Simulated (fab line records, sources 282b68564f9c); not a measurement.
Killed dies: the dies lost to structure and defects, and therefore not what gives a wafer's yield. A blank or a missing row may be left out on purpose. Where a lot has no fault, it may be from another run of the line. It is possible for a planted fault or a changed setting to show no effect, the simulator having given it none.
Comparing a struck lot with a sound one + flow rit_cmos + 15 out of 202 route steps
Sound: the wafers L788.1, L788.4, L788.5. Struck: wafers L799.1, L799.2, L799.4. The cause is named last.
Each step with rows lists, per side, the tool, then ch with its chambers, then its first start. Under that, the readings that differ: sound wafers + struck wafers + difference of the means + sigmas: that difference in standard deviations of wafers without a fault.
alike: words and numbers the same on both sides, and readings whose means are apart by under 2 such deviations; not compared: readings that were withheld, readings missing a value for some wafer, numbers with overlapping values and no deviation given by the record, and bounds like >300 which may hide the same value.
Wherever a step has rows on one side only, a row that says differs or no value, or a row with sigmas, the two part there. Numbers that don't overlap but have no deviation are shown without sigmas and don't part them. Lack of a reading on every wafer of one side parts them only where that side has two or more wafers.

RIT_NWELL_TW_MEAS_10:
  sound: film_metro-04 at day 1 22:51; struck: film_metro-04 at day 4 04:18
  alike: NWELL_TW
then, 6 steps without rows for these wafers: RIT_PWELL_HMDS_00 (prime time 60 s); RIT_PWELL_COAT_01 (resist thk 1300 nm); RIT_PWELL_SOFTBAKE_02 (time 60 s); RIT_PWELL_EXPOSE_03 (exposes mask M3, target cd 43700 nm); RIT_PWELL_PEB_04; RIT_PWELL_DEVELOP_05 (develop time 68 s).
RIT_PWELL_OVL_MEAS_06:
  sound: overlay-01 at day 1 23:47; struck: overlay-01 at day 4 05:22
  alike: PWELL_OVL
then, 2 steps without rows for these wafers: RIT_PWELL_HARDBAKE_07 (time 120 s); RIT_PWELL_IMPLANT_08.
RIT_PWELL_STRIP_09: strips in O2, time 180 s.
  sound on plasma_asher-04 ch 0,1, day 2 00:14; struck on plasma_asher-02 ch 0,1, day 4 05:48
  alike: drypump_motor_current_A
  not compared: rf_hours_counter_h
RIT_PWELL_TW_MEAS_10:
  sound: film_metro-03 at day 2 00:24; struck: film_metro-04 at day 4 05:59
  alike: PWELL_TW
RIT_WELLDRIVE_ANNEAL_00: time 14700 s.
  sound on furnace-03 ch 0, day 2 01:14; struck on furnace-02 ch 0, day 4 06:02
| reading               | sound                | struck               | difference | sigmas |
|-----------------------|----------------------|----------------------|------------|--------|
| spike_tc_centre_C (C) | 1100.6 1101.1 1099.9 | 1061.0 1060.4 1063.0 | -39.1      | -30    |
| spike_tc_load_C (C)   | 1123 1126 1123       | 1093 1092 1092       | -32        | -8     |
| spike_tc_source_C (C) | 1128.7 1127.1 1126.2 | 1086.2 1086.2 1084.7 | -41.6      | -21    |
RIT_WELLDRIVE_RS_MEAS_01: a four-point-probe measurement.
  sound: film_metro-02 at day 2 06:19; struck: film_metro-02 at day 4 11:25
| reading           | sound             | struck            | difference | sigmas |
|-------------------|-------------------|-------------------|------------|--------|
| NWELL_RS (ohm/sq) | 274.5 274.8 274.6 | 323.1 322.6 321.9 | +47.9      | +66    |
  not compared: hold
RIT_M1_PROBE_99:
  sound wafers here have rows in the record (prober-01, day 3 16:27); struck ones have none

## WHERE THEY PART
First at RIT_WELLDRIVE_ANNEAL_00; last, within this record, at RIT_M1_PROBE_99.

WHY: what the simulator had put in
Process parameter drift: furnace-02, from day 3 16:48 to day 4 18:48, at RIT_WELLDRIVE_ANNEAL_00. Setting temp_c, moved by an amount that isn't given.
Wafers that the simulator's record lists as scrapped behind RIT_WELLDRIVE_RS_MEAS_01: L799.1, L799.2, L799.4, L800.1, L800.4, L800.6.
